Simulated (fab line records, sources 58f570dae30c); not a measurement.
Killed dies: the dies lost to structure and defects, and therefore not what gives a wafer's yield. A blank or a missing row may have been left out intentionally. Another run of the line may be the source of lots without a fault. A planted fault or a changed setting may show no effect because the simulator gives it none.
fab line records    flow berkeley-cmos170
[record] lots = 14  wafers = 42  last-day = 12
route steps=331 shown ZERO@13
lots that met no fault: from a run of the same line without faults
start-h: hours from the record's first day to the start of the lot's first wafer shown    wait-h: hours from the lot's prior step to this one    " the same as in the row above    L1.1+2: a single row standing in for several wafers    - no value, or no start given    * or withheld: withheld    < > ~ a bound
route shown NAME@n: a module of which the file shows steps, and the number in the route of the first    usual: mean/standard deviation of fault-free wafers    same: alike in all rows    chamber/n: place in a boat    sites: each site's reading    _std_site: their standard deviation    _edge_site: the outer-site mean with the inner-site mean subtracted    radius-mm: for every site, how far away it sits from the centre of the wafer    mask NAME#n: copy n    behind: the most recent tool/chamber to have shaped the wafer    hold: what put the lot on hold/how long, in hours/how the hold closed    device: whichever transistor did not switch (one of n, p or np)    end of line: the route-end tests of the same wafers    a step without rows: its recipe alone    killed: count of dies lost to structure and defects at first sort (not the wafer's yield)    map: per-die view of a wafer (x killed, . not killed, _ where there is no die)
set.NAME: the run value of the setting; set.NAME@STEP: its run value at that earlier step    model.NAME: the simulator's own value behind a step, which no gauge read
the route's steps for a sample of lots (tables are steps, rows are wafers)
services: a tool's chamber out of use, with start hour (start-h, from the record's first day; less than 0 if before it), hours out, and reason
[[steps]]
[step UCB170_ZERO_STRIP_07]
[recipe] chemistry = O2  power-w = 400  pressure-mtorr = 3500  platen-temp-c = withheld  o2-flow-sccm = 400  overash-fraction = 0.5
[usual] chamber-pressure-mTorr = 3500/3.4  drypump-motor-current-A = 5.4/0.45  oes-product-au = 0.728/0.0045  strip-time-to-endpoint-s = 21.50/0.07
lot.wafer  tool             chamber  start-h  wait-h  chamber-pressure-mTorr  drypump-motor-current-A  oes-product-au  rf-hours-counter-h  strip-time-to-endpoint-s
L153.1     plasma-asher-01  1        19.14    0.0     3500                    5.8                      0.728           30                  21.49
L153.2     "                0        "        "       3494                    5.3                      0.731           30                  21.45
L153.5     "                1        "        "       3500                    5.8                      0.717           -                   21.55
L154.2     plasma-asher-02  1        22.39    0.0     3506                    6.0                      0.731           32                  21.51
L154.3     "                0        "        "       3505                    4.8                      0.736           -                   21.50
L154.4     "                1        "        "       3503                    6.0                      0.731           -                   21.53
L155.1     plasma-asher-03  0        26.50    0.0     3501                    5.1                      0.719           25                  21.60
L155.3     "                0        "        "       3498                    5.1                      0.733           -                   21.59
L155.6     "                0        "        "       3499                    5.1                      0.728           -                   21.55
L157.1     plasma-asher-03  1        41.23    0.0     3507                    5.4                      0.727           27                  21.47
L157.2     "                0        "        "       3496                    5.1                      0.736           27                  21.56
L157.4     "                0        "        "       3500                    5.1                      0.731           -                   21.54
L158.1     plasma-asher-03  0        42.30    0.0     3498                    5.1                      0.729           27                  21.39
L158.3     "                1        "        "       3494                    5.4                      0.734           -                   21.38
L158.4     "                0        "        "       3501                    5.1                      0.729           -                   21.33
L163.1     plasma-asher-02  0        72.98    0.0     -                       -                        -               -                   -
L163.3     "                0        "        "       -                       -                        -               -                   -
L163.6     "                0        "        "       -                       -                        -               -                   -
L164.1     plasma-asher-01  0        78.79    0.0     -                       -                        -               -                   -
L164.4     "                1        "        "       -                       -                        -               -                   -
L164.5     "                0        "        "       -                       -                        -               -                   -
L168.1     plasma-asher-01  1        98.06    0.0     3508                    5.8                      0.728           37                  21.65
L168.2     "                0        "        "       3499                    5.3                      0.734           37                  21.67
L168.5     "                0        "        "       3494                    5.3                      0.723           -                   21.68
L169.1     plasma-asher-02  0        98.16    0.0     3500                    4.8                      0.729           39                  21.54
L169.5     "                0        "        "       3503                    4.8                      0.737           -                   21.44
L169.6     "                1        "        "       3502                    6.0                      0.726           -                   21.45
L170.2     plasma-asher-01  1        101.02   0.0     3502                    5.8                      0.722           37                  21.53
L170.3     "                1        "        "       3503                    5.8                      0.734           -                   21.51
L170.6     "                0        "        "       3500                    5.3                      0.728           -                   21.51
L173.2     plasma-asher-02  0        115.98   0.0     3495                    4.8                      0.727           42                  21.56
L173.4     "                1        "        "       3501                    6.0                      0.728           -                   21.55
L173.6     "                1        "        "       3497                    6.0                      0.726           -                   21.55
L174.1     plasma-asher-02  1        127.20   0.0     3507                    6.0                      0.721           43                  21.41
L174.2     "                0        "        "       3502                    4.8                      0.730           43                  21.41
L174.4     "                1        "        "       3496                    6.0                      0.723           -                   21.33
L175.1     plasma-asher-01  0        131.48   0.0     3500                    5.3                      0.716           1                   21.55
L175.5     "                1        "        "       3501                    5.8                      0.730           -                   21.50
L175.6     "                0        "        "       3505                    5.3                      0.729           -                   21.53
L176.3     plasma-asher-02  1        131.76   0.0     3495                    6.0                      0.731           -                   21.46
L176.4     "                0        "        "       3503                    4.8                      0.734           -                   21.48
L176.6     "                1        "        "       3497                    6.0                      0.722           -                   21.51
[[services]]
tool             chamber  start-h  hours  kind
plasma-asher-01  -        64.52    4.3    pm
plasma-asher-02  -        87.50    2.8    pm
plasma-asher-01  -        107.68   4.5    repair
plasma-asher-01  -        112.15   9.0    pm
plasma-asher-01  0        112.15   9.0    vent-cycle
plasma-asher-01  1        112.15   9.0    vent-cycle
plasma-asher-01  0        121.15   -      clean
plasma-asher-01  1        121.15   -      clean
[[key]]
[first-sign] step = UCB170_ZERO_STRIP_07  reading = tool-record  direction = missing
effect none on later readings
met-at UCB170_ZERO_STRIP_07
struck-lots L163,L164
later-rows-left-out L163.1,L163.3,L163.6,L164.1,L164.4,L164.5
sort-left-out L163.1,L163.3,L163.6,L164.1,L164.4,L164.5
tester-left-out L163,L164
onset-between 22.39 72.98
[fault] kind = skipped-step-whole  tool = plasma-asher-01,plasma-asher-02  chamber = -  onset-h = 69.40  steps = UCB170_ZERO_STRIP_07  scope = struck-lots-only
// tester-left-out: of these lots the tester's yield and bins aren't shown, on N5 and GAA mostly nor the transistor test; their killed dies are dies lost to structure and defects alone, not to doping, threshold or leakage, so they don't give the yield
// sort-left-out: the simulated sort isn't trusted on such a fault, so these wafers' sort isn't shown, and their yield isn't known
// later-rows-left-out: the simulator's readings of these wafers behind a module that went badly wrong aren't trusted and aren't shown, but for the sort
